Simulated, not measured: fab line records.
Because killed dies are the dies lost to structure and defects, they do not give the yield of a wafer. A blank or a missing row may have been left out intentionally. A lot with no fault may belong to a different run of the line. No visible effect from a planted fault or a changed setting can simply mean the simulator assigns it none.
Which tool is to blame? | flow ritCmos | 15 lots with 45 wafers sampled at 4 steps, on a route of 202 steps

## WHAT THE GAUGES READ, wafer by wafer
RIT_PWELL_OVL_MEAS_06. Usual: PWELL_OVL typically reads -0.1 nm, with standard deviation 1.6.
lot  | measured    | on         | PWELL_OVL (nm) | flag
L574 | day 1 21:59 | overlay-01 | -0.4 -1.3 0.2  | 
L575 | day 2 05:04 | overlay-02 | -2.1 -0.2 -1.0 | 
L576 | day 2 10:29 | overlay-01 | -0.3 1.3 0.9   | 
L577 | day 2 14:52 | overlay-01 | 0.4 0.9 -0.6   | 
L578 | day 2 20:58 | overlay-01 | -1.3 -2.3 0.1  | 
L579 | day 3 01:08 | overlay-01 | 0.3 1.8 0.4    | 
L581 | day 3 11:23 | overlay-01 | 1.0 0.7 1.8    | 
L582 | day 3 16:15 | overlay-02 | -2.0 -1.6 -2.5 | 
L583 | day 3 21:05 | overlay-02 | 0.8 0.8 -0.2   | 
L584 | day 4 01:35 | overlay-01 | 1.3 1.6 1.5    | 
L587 | day 4 17:49 | overlay-01 | 0.2 0.3 0.0    | 
L588 | day 4 21:03 | overlay-01 | 1.1 1.5 -0.1   | 
L589 | day 5 03:14 | overlay-02 | 0.1 2.4 1.8    | 
L590 | day 5 08:04 | overlay-02 | -0.6 0.8 -2.2  | 
L594 | day 6 04:37 | overlay-01 | -0.4 0.3 -0.3  | 

RIT_REOX_THK_MEAS_04. Usual: REOX_OXIDE_THK typically reads 25.3 nm, with standard deviation 0.44.
lot  | measured    | on           | REOX_OXIDE_THK (nm) | flag
L574 | day 2 18:38 | filmMetro-02 | 25.4 25.1 25.5      | 
L575 | day 3 00:40 | filmMetro-02 | 24.8 24.8 24.8      | 
L576 | day 3 04:50 | filmMetro-04 | 25.2 24.9 25.1      | 
L577 | day 3 12:31 | filmMetro-01 | 25.0 25.1 25.0      | 
L578 | day 3 15:17 | filmMetro-02 | 24.0 24.8 24.2      | 
L579 | day 3 19:01 | filmMetro-02 | 25.5 25.1 25.7      | 
L581 | day 4 09:18 | filmMetro-02 | 25.4 24.6 24.8      | 
L582 | day 4 12:05 | filmMetro-04 | 25.3 25.1 25.2      | 
L583 | day 4 18:08 | filmMetro-02 | 24.7 25.2 25.2      | 
L584 | day 4 21:13 | filmMetro-02 | 25.3 25.1 25.5      | 
L587 | day 5 13:14 | filmMetro-02 | 28.2 28.5 28.4      | OFF
L588 | day 5 20:00 | filmMetro-04 | 26.3 25.8 25.9      | 
L589 | day 5 22:27 | filmMetro-01 | 27.8 27.2 27.5      | OFF
L590 | day 6 06:16 | filmMetro-01 | 27.4 27.9 27.7      | OFF
L594 | day 7 02:11 | filmMetro-02 | 25.9 25.3 25.3      | 

RIT_PLDD_TW_MEAS_10. Usual: PLDD_TW typically reads 2326, with standard deviation 20.
lot  | measured    | on           | PLDD_TW        | flag
L574 | day 2 21:47 | filmMetro-01 | 2310 2327 2321 | 
L575 | day 3 03:43 | filmMetro-01 | 2318 2319 2311 | 
L576 | day 3 08:03 | filmMetro-04 | 2362 2340 2355 | 
L577 | day 3 15:35 | filmMetro-04 | 2359 2350 2344 | 
L578 | day 3 18:15 | filmMetro-01 | 2311 2310 2297 | 
L579 | day 3 21:59 | filmMetro-03 | 2347 2335 2354 | 
L581 | day 4 12:26 | filmMetro-01 | 2309 2303 2313 | 
L582 | day 4 15:17 | filmMetro-04 | 2336 2361 2367 | 
L583 | day 4 21:22 | filmMetro-01 | 2321 2320 2316 | 
L584 | day 5 00:03 | filmMetro-01 | 2303 2323 2299 | 
L587 | day 5 16:13 | filmMetro-01 | 2312 2304 2314 | 
L588 | day 5 22:55 | filmMetro-03 | 2344 2355 2345 | 
L589 | day 6 01:28 | filmMetro-04 | 2352 2351 2350 | 
L590 | day 6 09:22 | filmMetro-01 | 2304 2308 2308 | 
L594 | day 7 05:17 | filmMetro-01 | 2301 2302 2312 | 

## WHICH TOOL RAN EACH LOT (tool, then ch and the chambers of the sampled wafers, then the start)
lot  | RIT_REOX_OXIDATION_03
L574 | furnace-03 ch 0, day 2 16:05
L575 | furnace-03 ch 0, day 2 22:07
L576 | furnace-03 ch 0, day 3 02:17
L577 | furnace-03 ch 0, day 3 09:57
L578 | furnace-01 ch 0, day 3 12:44
L579 | furnace-01 ch 0, day 3 16:27
L581 | furnace-01 ch 0, day 4 06:44
L582 | furnace-03 ch 0, day 4 09:31
L583 | furnace-04 ch 0, day 4 15:35
L584 | furnace-03 ch 0, day 4 18:39
L587 | furnace-04 ch 0, day 5 10:41
L588 | furnace-03 ch 0, day 5 17:27
L589 | furnace-04 ch 0, day 5 19:54
L590 | furnace-04 ch 0, day 6 03:43
L594 | furnace-01 ch 0, day 6 23:38
- RIT_REOX_OXIDATION_03: target thk 25.2 nm, ox time 5580 s.

## AS READ BY THE TOOLS THEMSELVES (means over the sampled wafers that have a number; for cases with no such wafer, the mark the record gives instead)
RIT_REOX_OXIDATION_03. Usual: spikeTcCentreC 903.2 C, standard deviation 0.96; spikeTcLoadC 924.9 C, standard deviation 1.5; spikeTcSourceC 922.5 C, standard deviation 2.5.
lot  | tool       | spikeTcCentreC (C) | spikeTcLoadC (C) | spikeTcSourceC (C) | flag
L574 | furnace-03 | 903.4              | 925.9            | 925.6              | 
L575 | furnace-03 | 903.2              | 925.8            | 925.0              | 
L576 | furnace-03 | 902.7              | 925.5            | 925.0              | 
L577 | furnace-03 | 903.2              | 925.8            | 925.4              | 
L578 | furnace-01 | 903.9              | 925.8            | 920.5              | 
L579 | furnace-01 | 903.9              | 924.8            | 920.2              | 
L581 | furnace-01 | 903.6              | 925.9            | 922.0              | 
L582 | furnace-03 | 903.8              | 925.7            | 925.3              | 
L583 | furnace-04 | 903.5              | 923.1            | 920.8              | 
L584 | furnace-03 | 903.2              | 926.3            | 925.4              | 
L587 | furnace-04 | 912.9              | 933.8            | 930.1              | OFF
L588 | furnace-03 | 902.9              | 925.9            | 925.0              | 
L589 | furnace-04 | 913.3              | 933.9            | 928.9              | OFF
L590 | furnace-04 | 913.2              | 932.3            | 930.2              | OFF
L594 | furnace-01 | 903.0              | 925.1            | 920.6              | 

## THE ANSWER, worked out from the rows above alone
Rule: lot off if the mean of its wafers having a number is beyond 3 standard deviations from the usual mean. A lot without any number at a reading at which 4 lots or more have one is off too. The other lots that the step has rows for count as sound. First the gauges in route order, then the tools' own readings, where a lot's mean is used as printed above. At the first step where some lot is off, the reading lying furthest off is the one used; lots without a number count as furthest.
Off: at RIT_REOX_THK_MEAS_04 (REOX_OXIDE_THK), L587, L589, L590.
If a tool, at a process step before that reading, ran all the lots that are off and no sound lot after the first of them, it fits. Not tried: the gauges at RIT_REOX_THK_MEAS_04; whatever is off there is also off at RIT_REOX_OXIDATION_03, on other tools, and gauge error can't account for it. One fits: furnace-04 at RIT_REOX_OXIDATION_03. A fault onset in the window from L583 (day 4 15:35, its last sound lot) to L587 (day 5 10:41, its first lot off) fits.
The tool's own readings at RIT_REOX_OXIDATION_03 bear it out: on the lots that are off they differ by more than 5 times the standard deviation of the sound lots' means. spikeTcCentreC reads 913.1 C there against 903.4 C on the sound lots; spikeTcLoadC reads 933.3 C there against 925.5 C on the sound lots.

## WHAT THE SIMULATOR HAD PUT IN
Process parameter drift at RIT_REOX_OXIDATION_03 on furnace-04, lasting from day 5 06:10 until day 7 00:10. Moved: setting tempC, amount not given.
Struck lots among those shown: L587, L589, L590. Same finding as the rule above.
